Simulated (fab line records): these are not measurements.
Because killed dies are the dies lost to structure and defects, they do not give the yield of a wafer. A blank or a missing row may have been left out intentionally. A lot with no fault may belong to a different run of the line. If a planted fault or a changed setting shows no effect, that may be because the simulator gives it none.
fab line records || flow rit_cmos || part 2 of 2: steps 33 to 48 of 48
record {"lots": 5, "wafers": 15, "last_day": 6}
route steps=202 shown PRETRO@70 GATE@75 FOX2@80 REOX@98 NLDD@103 PLDD@114
lots that met no fault: from a run of the same line without faults
start_h: start of the lot's first displayed wafer, in hours after the record's first day || wait_h: hours since the lot's step before || " repeats the value in the row above || L1.1+2: a row that stands for several wafers || - no value, or no start was given || * or withheld: withheld || < > ~ a bound
route shown NAME@n: NAME is a module with steps in the file, n the number in the route of the first one || usual: mean and standard deviation over wafers with no fault || same: alike in all rows || chamber/n: place in a boat || sites: the reading at each site || _std_site: the values' standard deviation || _edge_site: mean of outer sites minus mean of inner sites || radius_mm: for every site, how far away it sits from the centre of the wafer || mask NAME#n: copy n || behind: the most recent tool/chamber to have shaped the wafer || hold: reason for holding the lot/hours on hold/outcome of the hold || device: transistor that didn't switch, given as n, p or np || end of line: the same wafers' tests at the end of the route || for a step that has no rows: nothing shown but its recipe || killed: not the wafer's yield, but the dies lost to structure and defects at the first sort || map: dies across one wafer; x = killed, . = not, _ = none there
set.NAME: the setting as run; set.NAME@STEP: as run at that earlier step || model.NAME: the simulator's own value behind a step, which no gauge read
certain route steps with their lots: each step a table, each wafer a row
services: the hour from which a tool's chamber was out of use, counted from the record's first day as start_h (under 0 if before that day), plus the number of hours and why
## steps
# step RIT_REOX_THK_MEAS_04
# recipe {"reads": "SiO2_of_REOX_OXIDATION_03"}
# usual {"REOX_OXIDE_THK": "25.0/0.56"}
{"lot.wafer": "L074.1", "tool": "film_metro-04", "chamber": "-", "start_h": 41.26, "wait_h": 0.0, "REOX_OXIDE_THK[nm]": 24.8}
{"lot.wafer": "L074.3", "tool": "film_metro-04", "chamber": "-", "start_h": 41.26, "wait_h": 0.0, "REOX_OXIDE_THK[nm]": 24.6}
{"lot.wafer": "L074.6", "tool": "film_metro-04", "chamber": "-", "start_h": 41.26, "wait_h": 0.0, "REOX_OXIDE_THK[nm]": 24.7}
{"lot.wafer": "L077.1", "tool": "film_metro-03", "chamber": "-", "start_h": 62.49, "wait_h": 0.0, "REOX_OXIDE_THK[nm]": 24.7}
{"lot.wafer": "L077.3", "tool": "film_metro-03", "chamber": "-", "start_h": 62.49, "wait_h": 0.0, "REOX_OXIDE_THK[nm]": 24.4}
{"lot.wafer": "L077.4", "tool": "film_metro-03", "chamber": "-", "start_h": 62.49, "wait_h": 0.0, "REOX_OXIDE_THK[nm]": 24.1}
{"lot.wafer": "L079.1", "tool": "film_metro-03", "chamber": "-", "start_h": 69.60, "wait_h": 0.0, "REOX_OXIDE_THK[nm]": 23.8}
{"lot.wafer": "L079.3", "tool": "film_metro-03", "chamber": "-", "start_h": 69.60, "wait_h": 0.0, "REOX_OXIDE_THK[nm]": 24.2}
{"lot.wafer": "L079.4", "tool": "film_metro-03", "chamber": "-", "start_h": 69.60, "wait_h": 0.0, "REOX_OXIDE_THK[nm]": 24.6}
{"lot.wafer": "L087.1", "tool": "film_metro-03", "chamber": "-", "start_h": 110.26, "wait_h": 0.0, "REOX_OXIDE_THK[nm]": 24.9}
{"lot.wafer": "L087.3", "tool": "film_metro-03", "chamber": "-", "start_h": 110.26, "wait_h": 0.0, "REOX_OXIDE_THK[nm]": 25.3}
{"lot.wafer": "L087.6", "tool": "film_metro-03", "chamber": "-", "start_h": 110.26, "wait_h": 0.0, "REOX_OXIDE_THK[nm]": 25.3}
{"lot.wafer": "L091.2", "tool": "film_metro-04", "chamber": "-", "start_h": 129.61, "wait_h": 0.0, "REOX_OXIDE_THK[nm]": 26.0}
{"lot.wafer": "L091.3", "tool": "film_metro-04", "chamber": "-", "start_h": 129.61, "wait_h": 0.0, "REOX_OXIDE_THK[nm]": 25.9}
{"lot.wafer": "L091.4", "tool": "film_metro-04", "chamber": "-", "start_h": 129.61, "wait_h": 0.0, "REOX_OXIDE_THK[nm]": 25.9}
# step RIT_NLDD_HMDS_00
# recipe {"prime_time_s": 60, "prime_temp_c": 140}
# same {"prime_time_s": 60}
{"lot.wafer": "L074.1+3+6", "tool": "litho_track-03", "chamber": 0, "start_h": 41.32, "wait_h": 0.1}
{"lot.wafer": "L077.1+3+4", "tool": "litho_track-01", "chamber": 0, "start_h": 62.72, "wait_h": 0.2}
{"lot.wafer": "L079.1+3+4", "tool": "litho_track-01", "chamber": 0, "start_h": 69.66, "wait_h": 0.1}
{"lot.wafer": "L087.1+3+6", "tool": "litho_track-01", "chamber": 0, "start_h": 110.32, "wait_h": 0.1}
{"lot.wafer": "L091.2+3+4", "tool": "litho_track-01", "chamber": 0, "start_h": 129.78, "wait_h": 0.2}
# step RIT_NLDD_COAT_01
# recipe {"resist": "NOVOLAK", "spin_rpm": 3250, "resist_thk_nm": 1013}
# usual {"spin_speed_rpm": "3250.2/2.2"}
{"lot.wafer": "L074.1", "tool": "litho_track-03", "chamber": 0, "start_h": 41.47, "wait_h": 0.1, "spin_speed_rpm": 3250.1}
{"lot.wafer": "L074.3", "tool": "litho_track-03", "chamber": 0, "start_h": 41.47, "wait_h": 0.1, "spin_speed_rpm": 3253.4}
{"lot.wafer": "L074.6", "tool": "litho_track-03", "chamber": 0, "start_h": 41.47, "wait_h": 0.1, "spin_speed_rpm": 3252.8}
{"lot.wafer": "L077.1", "tool": "litho_track-01", "chamber": 0, "start_h": 62.87, "wait_h": 0.1, "spin_speed_rpm": 3251.9}
{"lot.wafer": "L077.3", "tool": "litho_track-01", "chamber": 0, "start_h": 62.87, "wait_h": 0.1, "spin_speed_rpm": 3244.1}
{"lot.wafer": "L077.4", "tool": "litho_track-01", "chamber": 0, "start_h": 62.87, "wait_h": 0.1, "spin_speed_rpm": 3245.7}
{"lot.wafer": "L079.1", "tool": "litho_track-01", "chamber": 0, "start_h": 69.81, "wait_h": 0.1, "spin_speed_rpm": 3248.2}
{"lot.wafer": "L079.3", "tool": "litho_track-01", "chamber": 0, "start_h": 69.81, "wait_h": 0.1, "spin_speed_rpm": 3248.7}
{"lot.wafer": "L079.4", "tool": "litho_track-01", "chamber": 0, "start_h": 69.81, "wait_h": 0.1, "spin_speed_rpm": 3250.8}
{"lot.wafer": "L087.1", "tool": "litho_track-01", "chamber": 0, "start_h": 110.47, "wait_h": 0.1, "spin_speed_rpm": 3248.7}
{"lot.wafer": "L087.3", "tool": "litho_track-01", "chamber": 0, "start_h": 110.47, "wait_h": 0.1, "spin_speed_rpm": 3254.0}
{"lot.wafer": "L087.6", "tool": "litho_track-01", "chamber": 0, "start_h": 110.47, "wait_h": 0.1, "spin_speed_rpm": 3250.5}
{"lot.wafer": "L091.2", "tool": "litho_track-01", "chamber": 0, "start_h": 129.93, "wait_h": 0.1, "spin_speed_rpm": 3251.4}
{"lot.wafer": "L091.3", "tool": "litho_track-01", "chamber": 0, "start_h": 129.93, "wait_h": 0.1, "spin_speed_rpm": 3248.9}
{"lot.wafer": "L091.4", "tool": "litho_track-01", "chamber": 0, "start_h": 129.93, "wait_h": 0.1, "spin_speed_rpm": 3251.3}
# step RIT_NLDD_SOFTBAKE_02
# recipe {"resist": "NOVOLAK", "temp_c": 90, "time_s": 60}
{"lot.wafer": "L074.1+3+6", "tool": "litho_track-03", "chamber": 0, "start_h": 41.62, "wait_h": 0.1}
{"lot.wafer": "L077.1+3+4", "tool": "litho_track-01", "chamber": 0, "start_h": 63.02, "wait_h": 0.1}
{"lot.wafer": "L079.1+3+4", "tool": "litho_track-01", "chamber": 0, "start_h": 69.96, "wait_h": 0.1}
{"lot.wafer": "L087.1+3+6", "tool": "litho_track-01", "chamber": 0, "start_h": 110.62, "wait_h": 0.1}
{"lot.wafer": "L091.2+3+4", "tool": "litho_track-01", "chamber": 0, "start_h": 130.08, "wait_h": 0.1}
# step RIT_NLDD_EXPOSE_03
# recipe {"mask_id": "M7", "na": 0.57, "target_cd_nm": 40700, "dose_mj": 250}
{"lot.wafer": "L074.1+3+6", "tool": "iline_stepper-02", "chamber": 0, "start_h": 41.77, "wait_h": 0.1, "mask": "M7#0"}
{"lot.wafer": "L077.1+3+4", "tool": "iline_stepper-02", "chamber": 0, "start_h": 63.29, "wait_h": 0.2, "mask": "M7#0"}
{"lot.wafer": "L079.1+3+4", "tool": "iline_stepper-02", "chamber": 0, "start_h": 70.25, "wait_h": 0.3, "mask": "M7#0"}
{"lot.wafer": "L087.1+3+6", "tool": "iline_stepper-01", "chamber": 0, "start_h": 110.77, "wait_h": 0.1, "mask": "M7#0"}
{"lot.wafer": "L091.2+3+4", "tool": "iline_stepper-02", "chamber": 0, "start_h": 130.35, "wait_h": 0.2, "mask": "M7#0"}
# step RIT_NLDD_PEB_04
# recipe {"resist": "NOVOLAK", "temp_c": "withheld", "time_s": "withheld"}
{"lot.wafer": "L074.1+3+6", "tool": "litho_track-04", "chamber": 0, "start_h": 41.88, "wait_h": 0.1}
{"lot.wafer": "L077.1+3+4", "tool": "litho_track-03", "chamber": 0, "start_h": 63.41, "wait_h": 0.1}
{"lot.wafer": "L079.1+3+4", "tool": "litho_track-04", "chamber": 0, "start_h": 70.37, "wait_h": 0.1}
{"lot.wafer": "L087.1+3+6", "tool": "litho_track-01", "chamber": 0, "start_h": 110.89, "wait_h": 0.1}
{"lot.wafer": "L091.2+3+4", "tool": "litho_track-01", "chamber": 0, "start_h": 130.48, "wait_h": 0.1}
# step RIT_NLDD_DEVELOP_05
# recipe {"resist": "NOVOLAK", "develop_time_s": 50, "dev_temp_c": 23}
{"lot.wafer": "L074.1+3+6", "tool": "litho_track-04", "chamber": 0, "start_h": "-", "wait_h": "-"}
{"lot.wafer": "L077.1+3+4", "tool": "litho_track-03", "chamber": 0, "start_h": "-", "wait_h": "-"}
{"lot.wafer": "L079.1+3+4", "tool": "litho_track-04", "chamber": 0, "start_h": "-", "wait_h": "-"}
{"lot.wafer": "L087.1+3+6", "tool": "litho_track-01", "chamber": 0, "start_h": "-", "wait_h": "-"}
{"lot.wafer": "L091.2+3+4", "tool": "litho_track-01", "chamber": 0, "start_h": "-", "wait_h": "-"}
# step RIT_NLDD_OVL_MEAS_06
# usual {"NLDD_OVL": "-0.7/1.5"}
{"lot.wafer": "L074.1", "tool": "overlay-01", "chamber": "-", "start_h": 42.17, "wait_h": "-", "NLDD_OVL[nm]": -0.7}
{"lot.wafer": "L074.3", "tool": "overlay-01", "chamber": "-", "start_h": 42.17, "wait_h": "-", "NLDD_OVL[nm]": -0.4}
{"lot.wafer": "L074.6", "tool": "overlay-01", "chamber": "-", "start_h": 42.17, "wait_h": "-", "NLDD_OVL[nm]": -1.3}
{"lot.wafer": "L077.1", "tool": "overlay-02", "chamber": "-", "start_h": 63.69, "wait_h": "-", "NLDD_OVL[nm]": -3.4}
{"lot.wafer": "L077.3", "tool": "overlay-02", "chamber": "-", "start_h": 63.69, "wait_h": "-", "NLDD_OVL[nm]": -2.4}
{"lot.wafer": "L077.4", "tool": "overlay-02", "chamber": "-", "start_h": 63.69, "wait_h": "-", "NLDD_OVL[nm]": -2.8}
{"lot.wafer": "L079.1", "tool": "overlay-01", "chamber": "-", "start_h": 70.65, "wait_h": "-", "NLDD_OVL[nm]": -1.5}
{"lot.wafer": "L079.3", "tool": "overlay-01", "chamber": "-", "start_h": 70.65, "wait_h": "-", "NLDD_OVL[nm]": 0.0}
{"lot.wafer": "L079.4", "tool": "overlay-01", "chamber": "-", "start_h": 70.65, "wait_h": "-", "NLDD_OVL[nm]": -0.9}
{"lot.wafer": "L087.1", "tool": "overlay-02", "chamber": "-", "start_h": 111.17, "wait_h": "-", "NLDD_OVL[nm]": 0.7}
{"lot.wafer": "L087.3", "tool": "overlay-02", "chamber": "-", "start_h": 111.17, "wait_h": "-", "NLDD_OVL[nm]": -1.2}
{"lot.wafer": "L087.6", "tool": "overlay-02", "chamber": "-", "start_h": 111.17, "wait_h": "-", "NLDD_OVL[nm]": -4.5}
{"lot.wafer": "L091.2", "tool": "overlay-01", "chamber": "-", "start_h": 130.74, "wait_h": "-", "NLDD_OVL[nm]": -1.1}
{"lot.wafer": "L091.3", "tool": "overlay-01", "chamber": "-", "start_h": 130.74, "wait_h": "-", "NLDD_OVL[nm]": -1.7}
{"lot.wafer": "L091.4", "tool": "overlay-01", "chamber": "-", "start_h": 130.74, "wait_h": "-", "NLDD_OVL[nm]": -1.2}
# step RIT_NLDD_HARDBAKE_07
# recipe {"resist": "NOVOLAK", "temp_c": 140, "time_s": 60}
{"lot.wafer": "L074.1+3+6", "tool": "litho_track-01", "chamber": 0, "start_h": 42.26, "wait_h": 0.1}
{"lot.wafer": "L077.1+3+4", "tool": "litho_track-01", "chamber": 0, "start_h": 63.73, "wait_h": 0.0}
{"lot.wafer": "L079.1+3+4", "tool": "litho_track-03", "chamber": 0, "start_h": 70.69, "wait_h": 0.0}
{"lot.wafer": "L087.1+3+6", "tool": "litho_track-04", "chamber": 0, "start_h": 111.20, "wait_h": 0.0}
{"lot.wafer": "L091.2+3+4", "tool": "litho_track-04", "chamber": 0, "start_h": 130.80, "wait_h": 0.0}
# step RIT_NLDD_IMPLANT_08
# recipe {"species": "P", "energy_kev": 20, "dose_cm2": 5e+14, "tilt_deg": 7}
{"lot.wafer": "L074.1+3+6", "tool": "implanter-03", "chamber": 0, "start_h": 42.41, "wait_h": 0.1}
{"lot.wafer": "L077.1+3+4", "tool": "implanter-04", "chamber": 0, "start_h": 63.88, "wait_h": 0.1}
{"lot.wafer": "L079.1+3+4", "tool": "implanter-02", "chamber": 0, "start_h": 70.84, "wait_h": 0.1}
{"lot.wafer": "L087.1+3+6", "tool": "implanter-04", "chamber": 0, "start_h": 111.35, "wait_h": 0.1}
{"lot.wafer": "L091.2+3+4", "tool": "implanter-03", "chamber": 0, "start_h": 130.95, "wait_h": 0.1}
# step RIT_NLDD_STRIP_09
# recipe {"chemistry": "O2", "time_s": 180, "resist": "NOVOLAK", "platen_temp_c": "withheld", "power_w": 500, "pressure_mtorr": 4000, "o2_flow_sccm": 4000}
# usual {"drypump_motor_current_A": "5.7/0.62"}
{"lot.wafer": "L074.1", "tool": "plasma_asher-01", "chamber": 1, "start_h": 42.56, "wait_h": 0.1, "drypump_motor_current_A": 6.4, "rf_hours_counter_h": 26}
{"lot.wafer": "L074.3", "tool": "plasma_asher-01", "chamber": 1, "start_h": 42.56, "wait_h": 0.1, "drypump_motor_current_A": 6.4, "rf_hours_counter_h": "-"}
{"lot.wafer": "L074.6", "tool": "plasma_asher-01", "chamber": 0, "start_h": 42.56, "wait_h": 0.1, "drypump_motor_current_A": 4.9, "rf_hours_counter_h": "-"}
{"lot.wafer": "L077.1", "tool": "plasma_asher-01", "chamber": 0, "start_h": 64.03, "wait_h": 0.1, "drypump_motor_current_A": 4.9, "rf_hours_counter_h": 28}
{"lot.wafer": "L077.3", "tool": "plasma_asher-01", "chamber": 1, "start_h": 64.03, "wait_h": 0.1, "drypump_motor_current_A": 6.4, "rf_hours_counter_h": "-"}
{"lot.wafer": "L077.4", "tool": "plasma_asher-01", "chamber": 0, "start_h": 64.03, "wait_h": 0.1, "drypump_motor_current_A": 4.9, "rf_hours_counter_h": "-"}
{"lot.wafer": "L079.1", "tool": "plasma_asher-03", "chamber": 1, "start_h": 70.99, "wait_h": 0.1, "drypump_motor_current_A": 5.5, "rf_hours_counter_h": 42}
{"lot.wafer": "L079.3", "tool": "plasma_asher-03", "chamber": 0, "start_h": 70.99, "wait_h": 0.1, "drypump_motor_current_A": 5.3, "rf_hours_counter_h": "-"}
{"lot.wafer": "L079.4", "tool": "plasma_asher-03", "chamber": 1, "start_h": 70.99, "wait_h": 0.1, "drypump_motor_current_A": 5.5, "rf_hours_counter_h": "-"}
{"lot.wafer": "L087.1", "tool": "plasma_asher-04", "chamber": 1, "start_h": 111.50, "wait_h": 0.1, "drypump_motor_current_A": 6.6, "rf_hours_counter_h": 46}
{"lot.wafer": "L087.3", "tool": "plasma_asher-04", "chamber": 0, "start_h": 111.50, "wait_h": 0.1, "drypump_motor_current_A": 5.4, "rf_hours_counter_h": "-"}
{"lot.wafer": "L087.6", "tool": "plasma_asher-04", "chamber": 1, "start_h": 111.50, "wait_h": 0.1, "drypump_motor_current_A": 6.6, "rf_hours_counter_h": "-"}
{"lot.wafer": "L091.2", "tool": "plasma_asher-03", "chamber": 1, "start_h": 131.07, "wait_h": 0.1, "drypump_motor_current_A": 5.5, "rf_hours_counter_h": 1}
{"lot.wafer": "L091.3", "tool": "plasma_asher-03", "chamber": 0, "start_h": 131.07, "wait_h": 0.1, "drypump_motor_current_A": 5.3, "rf_hours_counter_h": "-"}
{"lot.wafer": "L091.4", "tool": "plasma_asher-03", "chamber": 1, "start_h": 131.07, "wait_h": 0.1, "drypump_motor_current_A": 5.5, "rf_hours_counter_h": "-"}
# step RIT_NLDD_TW_MEAS_10
# usual {"NLDD_TW": "2472/31"}
{"lot.wafer": "L074.1", "tool": "film_metro-01", "chamber": "-", "start_h": 42.74, "wait_h": 0.1, "NLDD_TW": 2491}
{"lot.wafer": "L074.3", "tool": "film_metro-01", "chamber": "-", "start_h": 42.74, "wait_h": 0.1, "NLDD_TW": 2490}
{"lot.wafer": "L074.6", "tool": "film_metro-01", "chamber": "-", "start_h": 42.74, "wait_h": 0.1, "NLDD_TW": 2493}
{"lot.wafer": "L077.1", "tool": "film_metro-04", "chamber": "-", "start_h": 64.20, "wait_h": 0.1, "NLDD_TW": 2444}
{"lot.wafer": "L077.3", "tool": "film_metro-04", "chamber": "-", "start_h": 64.20, "wait_h": 0.1, "NLDD_TW": 2440}
{"lot.wafer": "L077.4", "tool": "film_metro-04", "chamber": "-", "start_h": 64.20, "wait_h": 0.1, "NLDD_TW": 2444}
{"lot.wafer": "L079.1", "tool": "film_metro-01", "chamber": "-", "start_h": 71.16, "wait_h": 0.1, "NLDD_TW": 2513}
{"lot.wafer": "L079.3", "tool": "film_metro-01", "chamber": "-", "start_h": 71.16, "wait_h": 0.1, "NLDD_TW": 2512}
{"lot.wafer": "L079.4", "tool": "film_metro-01", "chamber": "-", "start_h": 71.16, "wait_h": 0.1, "NLDD_TW": 2500}
{"lot.wafer": "L087.1", "tool": "film_metro-04", "chamber": "-", "start_h": 111.68, "wait_h": 0.1, "NLDD_TW": 2450}
{"lot.wafer": "L087.3", "tool": "film_metro-04", "chamber": "-", "start_h": 111.68, "wait_h": 0.1, "NLDD_TW": 2432}
{"lot.wafer": "L087.6", "tool": "film_metro-04", "chamber": "-", "start_h": 111.68, "wait_h": 0.1, "NLDD_TW": 2440}
{"lot.wafer": "L091.2", "tool": "film_metro-01", "chamber": "-", "start_h": 131.26, "wait_h": 0.1, "NLDD_TW": 2482}
{"lot.wafer": "L091.3", "tool": "film_metro-01", "chamber": "-", "start_h": 131.26, "wait_h": 0.1, "NLDD_TW": 2490}
{"lot.wafer": "L091.4", "tool": "film_metro-01", "chamber": "-", "start_h": 131.26, "wait_h": 0.1, "NLDD_TW": 2475}
# step RIT_PLDD_HMDS_00
# recipe {"prime_time_s": 60, "prime_temp_c": 140}
# same {"prime_time_s": 60}
{"lot.wafer": "L074.1+3+6", "tool": "litho_track-02", "chamber": 0, "start_h": 42.80, "wait_h": 0.1}
{"lot.wafer": "L077.1+3+4", "tool": "litho_track-04", "chamber": 0, "start_h": 64.26, "wait_h": 0.1}
{"lot.wafer": "L079.1+3+4", "tool": "litho_track-04", "chamber": 0, "start_h": 71.22, "wait_h": 0.1}
{"lot.wafer": "L087.1+3+6", "tool": "litho_track-03", "chamber": 0, "start_h": 111.86, "wait_h": 0.2}
{"lot.wafer": "L091.2+3+4", "tool": "litho_track-03", "chamber": 0, "start_h": 131.33, "wait_h": 0.1}
# step RIT_PLDD_COAT_01
# recipe {"resist": "NOVOLAK", "spin_rpm": 3250, "resist_thk_nm": 1000}
# usual {"spin_speed_rpm": "3250.0/2.3"}
{"lot.wafer": "L074.1", "tool": "litho_track-02", "chamber": 0, "start_h": 42.95, "wait_h": 0.1, "spin_speed_rpm": 3250.5}
{"lot.wafer": "L074.3", "tool": "litho_track-02", "chamber": 0, "start_h": 42.95, "wait_h": 0.1, "spin_speed_rpm": 3249.5}
{"lot.wafer": "L074.6", "tool": "litho_track-02", "chamber": 0, "start_h": 42.95, "wait_h": 0.1, "spin_speed_rpm": 3249.6}
{"lot.wafer": "L077.1", "tool": "litho_track-04", "chamber": 0, "start_h": 64.41, "wait_h": 0.1, "spin_speed_rpm": 3252.1}
{"lot.wafer": "L077.3", "tool": "litho_track-04", "chamber": 0, "start_h": 64.41, "wait_h": 0.1, "spin_speed_rpm": 3247.1}
{"lot.wafer": "L077.4", "tool": "litho_track-04", "chamber": 0, "start_h": 64.41, "wait_h": 0.1, "spin_speed_rpm": 3250.5}
{"lot.wafer": "L079.1", "tool": "litho_track-04", "chamber": 0, "start_h": 71.37, "wait_h": 0.1, "spin_speed_rpm": 3251.6}
{"lot.wafer": "L079.3", "tool": "litho_track-04", "chamber": 0, "start_h": 71.37, "wait_h": 0.1, "spin_speed_rpm": 3252.0}
{"lot.wafer": "L079.4", "tool": "litho_track-04", "chamber": 0, "start_h": 71.37, "wait_h": 0.1, "spin_speed_rpm": 3244.6}
{"lot.wafer": "L087.1", "tool": "litho_track-03", "chamber": 0, "start_h": 112.01, "wait_h": 0.1, "spin_speed_rpm": 3250.8}
{"lot.wafer": "L087.3", "tool": "litho_track-03", "chamber": 0, "start_h": 112.01, "wait_h": 0.1, "spin_speed_rpm": 3249.8}
{"lot.wafer": "L087.6", "tool": "litho_track-03", "chamber": 0, "start_h": 112.01, "wait_h": 0.1, "spin_speed_rpm": 3248.2}
{"lot.wafer": "L091.2", "tool": "litho_track-03", "chamber": 0, "start_h": 131.48, "wait_h": 0.1, "spin_speed_rpm": 3248.7}
{"lot.wafer": "L091.3", "tool": "litho_track-03", "chamber": 0, "start_h": 131.48, "wait_h": 0.1, "spin_speed_rpm": 3250.4}
{"lot.wafer": "L091.4", "tool": "litho_track-03", "chamber": 0, "start_h": 131.48, "wait_h": 0.1, "spin_speed_rpm": 3250.5}
# step RIT_PLDD_SOFTBAKE_02
# recipe {"resist": "NOVOLAK", "temp_c": 90, "time_s": 60}
{"lot.wafer": "L074.1+3+6", "tool": "litho_track-02", "chamber": 0, "start_h": 43.10, "wait_h": 0.1}
{"lot.wafer": "L077.1+3+4", "tool": "litho_track-04", "chamber": 0, "start_h": 64.56, "wait_h": 0.1}
{"lot.wafer": "L079.1+3+4", "tool": "litho_track-04", "chamber": 0, "start_h": 71.52, "wait_h": 0.1}
{"lot.wafer": "L087.1+3+6", "tool": "litho_track-03", "chamber": 0, "start_h": 112.16, "wait_h": 0.1}
{"lot.wafer": "L091.2+3+4", "tool": "litho_track-03", "chamber": 0, "start_h": 131.63, "wait_h": 0.1}
# step RIT_PLDD_EXPOSE_03
# recipe {"mask_id": "M8", "na": 0.57, "target_cd_nm": 40900, "dose_mj": 250}
{"lot.wafer": "L074.1+3+6", "tool": "iline_stepper-02", "chamber": 0, "start_h": 43.25, "wait_h": 0.1, "mask": "M8#0"}
{"lot.wafer": "L077.1+3+4", "tool": "iline_stepper-02", "chamber": 0, "start_h": 64.71, "wait_h": 0.1, "mask": "M8#0"}
{"lot.wafer": "L079.1+3+4", "tool": "iline_stepper-01", "chamber": 0, "start_h": 71.80, "wait_h": 0.2, "mask": "M8#0"}
{"lot.wafer": "L087.1+3+6", "tool": "iline_stepper-02", "chamber": 0, "start_h": 112.43, "wait_h": 0.2, "mask": "M8#0"}
{"lot.wafer": "L091.2+3+4", "tool": "iline_stepper-02", "chamber": 0, "start_h": 131.90, "wait_h": 0.2, "mask": "M8#0"}
## services
{"tool": "implanter-01", "chamber": "-", "start_h": 8.98, "hours": 2.2, "kind": "repair"}
{"tool": "implanter-03", "chamber": "-", "start_h": 12.73, "hours": 12.6, "kind": "pm"}
{"tool": "wet_bench-03", "chamber": "-", "start_h": 17.38, "hours": 20.0, "kind": "repair"}
{"tool": "lpcvd-02", "chamber": "-", "start_h": 20.43, "hours": 0.9, "kind": "repair"}
{"tool": "plasma_asher-04", "chamber": "-", "start_h": 21.83, "hours": 2.8, "kind": "pm"}
{"tool": "iline_stepper-02", "chamber": "-", "start_h": 30.82, "hours": 2.1, "kind": "pm"}
{"tool": "implanter-01", "chamber": "-", "start_h": 32.01, "hours": 1.9, "kind": "repair"}
{"tool": "implanter-03", "chamber": "-", "start_h": 34.00, "hours": 2.7, "kind": "repair"}
{"tool": "rie_si-01", "chamber": "-", "start_h": 36.08, "hours": 0.2, "kind": "repair"}
{"tool": "rie_si-01", "chamber": 2, "start_h": 43.65, "hours": 7.9, "kind": "repair"}
{"tool": "furnace-04", "chamber": "-", "start_h": 50.20, "hours": 4.2, "kind": "pm"}
{"tool": "implanter-03", "chamber": "-", "start_h": 68.10, "hours": 3.8, "kind": "repair"}
{"tool": "plasma_asher-02", "chamber": "-", "start_h": 71.80, "hours": 14.6, "kind": "pm"}
{"tool": "wet_bench-03", "chamber": "-", "start_h": 78.89, "hours": 1.9, "kind": "pm"}
{"tool": "implanter-02", "chamber": "-", "start_h": 82.09, "hours": 4.3, "kind": "repair"}
{"tool": "plasma_asher-03", "chamber": "-", "start_h": 88.64, "hours": 1.2, "kind": "repair"}
{"tool": "iline_stepper-01", "chamber": "-", "start_h": 101.83, "hours": 2.6, "kind": "repair"}
{"tool": "iline_stepper-02", "chamber": "-", "start_h": 104.42, "hours": 1.7, "kind": "pm"}
{"tool": "plasma_asher-03", "chamber": "-", "start_h": 108.75, "hours": 9.0, "kind": "pm"}
{"tool": "rie_si-02", "chamber": 0, "start_h": 111.18, "hours": 7.0, "kind": "repair"}
{"tool": "implanter-02", "chamber": "-", "start_h": 116.09, "hours": 2.6, "kind": "repair"}
{"tool": "implanter-02", "chamber": "-", "start_h": 118.66, "hours": 6.6, "kind": "pm"}
{"tool": "iline_stepper-01", "chamber": "-", "start_h": 122.23, "hours": 1.7, "kind": "pm"}
{"tool": "implanter-04", "chamber": "-", "start_h": 131.88, "hours": 6.2, "kind": "repair"}
